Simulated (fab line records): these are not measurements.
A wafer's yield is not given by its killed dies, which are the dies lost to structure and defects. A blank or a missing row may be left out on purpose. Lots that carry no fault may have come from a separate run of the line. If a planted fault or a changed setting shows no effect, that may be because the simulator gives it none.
Split-lot study	flow berkeleyCmos170	route with 331 steps; 5 lots, 23 wafers read

## ABOUT THE SPLIT
At UCB170_NWELL_COAT_07 (resist thk 900 nm), the setting resistThkNm was moved away from the recipe's 900 nm on 10 of the 23 wafers read, by -3.1% to +5.7%. The other wafers ran this setting at the recipe's value.

## FROM THE SPLIT TO THE READING: what the file shows between them, 3 steps
- UCB170_NWELL_SOFTBAKE_08: time 60 s
- UCB170_NWELL_EXPOSE_09: exposes mask NWELL, target cd 3000 nm
- UCB170_NWELL_DEVELOP_11: develop time 45 s

## THE READING
KrF_of_NWELL_COAT_07.thkNm (the simulator's own value, which no gauge read), in nm, at UCB170_NWELL_ETCH_13 (etches Si3N4 in CH3F/Ar/O2, stops on SiO2, target depth 246.4 nm, time 154 s). No usual value for it is given in the file. Average 723.2 nm, standard deviation 2.9 nm, over the 13 wafers here run with the recipe.

wafer	tool, chamber at the split	resistThkNm as run, nm	against the recipe	KrF_of_NWELL_COAT_07.thkNm, nm	against lot-mates on the recipe
L074.1	lithoTrack-02, 0	878.2	-2.4%	699.7	-23.0
L074.2	lithoTrack-02, 0	878.2	-2.4%	701	-21.7
L074.3	lithoTrack-02, 0	900	recipe	723.8	-
L074.5	lithoTrack-02, 0	900	recipe	721.3	-
L074.6	lithoTrack-02, 0	900	recipe	723	-
L075.2	lithoTrack-02, 0	900	recipe	720.5	-
L075.3	lithoTrack-02, 0	900	recipe	718.8	-
L075.5	lithoTrack-02, 0	900	recipe	719	-
L077.2	lithoTrack-01, 0	900	recipe	725.1	-
L077.3	lithoTrack-01, 0	951.2	+5.7%	776.3	+49.2
L077.4	lithoTrack-01, 0	900	recipe	729.1	-
L077.5	lithoTrack-01, 0	951.2	+5.7%	775	+47.9
L077.6	lithoTrack-01, 0	951.2	+5.7%	780.2	+53.1
L084.1	lithoTrack-01, 0	920.1	+2.2%	741.5	+18.6
L084.2	lithoTrack-01, 0	900	recipe	723.4	-
L084.3	lithoTrack-01, 0	920.1	+2.2%	744.9	+22.0
L084.4	lithoTrack-01, 0	900	recipe	723.6	-
L084.6	lithoTrack-01, 0	900	recipe	721.7	-
L085.1	lithoTrack-02, 0	872.1	-3.1%	693.7	-32.6
L085.2	lithoTrack-02, 0	872.1	-3.1%	695.3	-31.0
L085.3	lithoTrack-02, 0	872.1	-3.1%	698.7	-27.6
L085.5	lithoTrack-02, 0	900	recipe	726.9	-
L085.6	lithoTrack-02, 0	900	recipe	725.7	-

FIT RESULTS
A straight line over all 23 wafers: KrF_of_NWELL_COAT_07.thkNm changes by +9.3 nm for each +1% of resistThkNm; r = +0.99; the points scatter about the line by 2.7 nm.
The same after taking each lot's own level away (the mean of its wafers on the recipe; 23 wafers): +9.08 nm for each +1%; r = +1.00; scatter 1.8 nm.
According to that fit, moving resistThkNm by its largest amount changes the reading by 52 nm.
The span of the lots' own levels, 719.43 to 727.10 nm, comes to 2.6 times the standard deviation stated above.
The two slopes are in agreement: the lot-to-lot level therefore moves the slope only a little.
Check: +51.7 nm against its lot-mates is what the line predicts for one of the wafers moved furthest among these (+5.7%) when that wafer is left out of the fit. It came out at +49.2 nm against them.

## OTHER SPLITS APPLIED TO THESE WAFERS
Note: prior to the reading, these wafers also went through further splits. Each is held against what the fit with the lots' levels taken away leaves over:
other split on the same wafers	wafers away from the commonest value	r with KrF_of_NWELL_COAT_07.thkNm (lot level and that fit taken away)
UCB170_START_OXIDATION_02 oxTimeS	10	-0.08

## THE WHOLE CHAIN: every reading that the file lists as answering this split, in the file's order
step	what it does	reading	change (the file's fit)	r (the file's)
UCB170_NWELL_COAT_07	resist thk 900 nm	KrF_of_NWELL_COAT_07.thkNm (the simulator's own value, which no gauge read)	+9.18 nm for each +1% of the setting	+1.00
UCB170_NWELL_ETCH_13	etches Si3N4 in CH3F/Ar/O2, stops on SiO2, target depth 246.4 nm, time 154 s	KrF_of_NWELL_COAT_07.thkNm (the simulator's own value, which no gauge read)	+9.06 nm for each +1% of the setting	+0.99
UCB170_NWELL_STRIP_15	strips in O2	stripTimeToEndpointS	withheld for each +1% of the setting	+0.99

## THE FILE'S OWN FIT
KrF_of_NWELL_COAT_07.thkNm changes by +9.06 nm for each +1% of resistThkNm, r = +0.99.
